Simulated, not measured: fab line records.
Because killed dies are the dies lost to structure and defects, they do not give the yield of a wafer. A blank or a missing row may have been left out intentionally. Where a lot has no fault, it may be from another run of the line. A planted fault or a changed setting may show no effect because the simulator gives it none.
Chamber matching || flow berkeley_cmos170 || UCB170_V1_CMP_02 on cmp-01 has 4 sister chambers
The step polishes SiO2. 8 wafers are shown with their chamber, then 7 later ones without.

WAFERS PAIRED WITH THEIR CHAMBERS
{"wafer": "L179.1", "chamber": 2, "motor_current_A (A)": 14.8}
{"wafer": "L179.2", "chamber": 1, "motor_current_A (A)": 13.5}
{"wafer": "L181.6", "chamber": 0, "motor_current_A (A)": 17.7}
{"wafer": "L182.1", "chamber": 3, "motor_current_A (A)": 16.6}
{"wafer": "L182.3", "chamber": 0, "motor_current_A (A)": 16.9}
{"wafer": "L182.6", "chamber": 3, "motor_current_A (A)": 16.7}
{"wafer": "L184.2", "chamber": 2, "motor_current_A (A)": 15.0}
{"wafer": "L184.3", "chamber": 1, "motor_current_A (A)": 14.6}

WAFERS WITH NO CHAMBER GIVEN
{"wafer": "L184.5", "motor_current_A (A)": 14.4}
{"wafer": "L200.3", "motor_current_A (A)": 14.9}
{"wafer": "L200.4", "motor_current_A (A)": 14.9}
{"wafer": "L200.6", "motor_current_A (A)": 18.0}
{"wafer": "L199.1", "motor_current_A (A)": 18.2}
{"wafer": "L199.3", "motor_current_A (A)": 15.0}
{"wafer": "L199.4", "motor_current_A (A)": 16.9}

WHICH CHAMBER EACH WENT THROUGH
{"wafer": "L184.5", "from the rows above": "can't be placed: 1 or 2", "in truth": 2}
{"wafer": "L200.3", "from the rows above": "can't be placed: 2 or 1", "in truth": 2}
{"wafer": "L200.4", "from the rows above": "can't be placed: 2 or 1", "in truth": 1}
{"wafer": "L200.6", "from the rows above": "can't be placed: 0 or 3", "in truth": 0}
{"wafer": "L199.1", "from the rows above": "can't be placed: 0 or 3", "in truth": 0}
{"wafer": "L199.3", "from the rows above": "can't be placed: 2 or 1", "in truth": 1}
{"wafer": "L199.4", "from the rows above": "can't be placed: 3 or 0", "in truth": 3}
Correct placement for 0 of the 7. Unplaceable from these rows: 7, with the true chamber sitting among the candidates in 7. Placed wrongly: 0.
How it was worked out, from the rows above alone: a wafer's distance from a chamber is the root of the sum, over the readings, of the square of ((its reading less the chamber's mean) divided by the reading's scatter). If the next closest chamber is less than 2 further off than the closest, the wafer can't be placed; otherwise it belongs to the closest. The mean given for a chamber averages the wafers shown for that chamber. The scatter: the root of (the sum of the squares of (reading less its chamber's mean) over the shown wafers, divided by (wafers less chambers)).
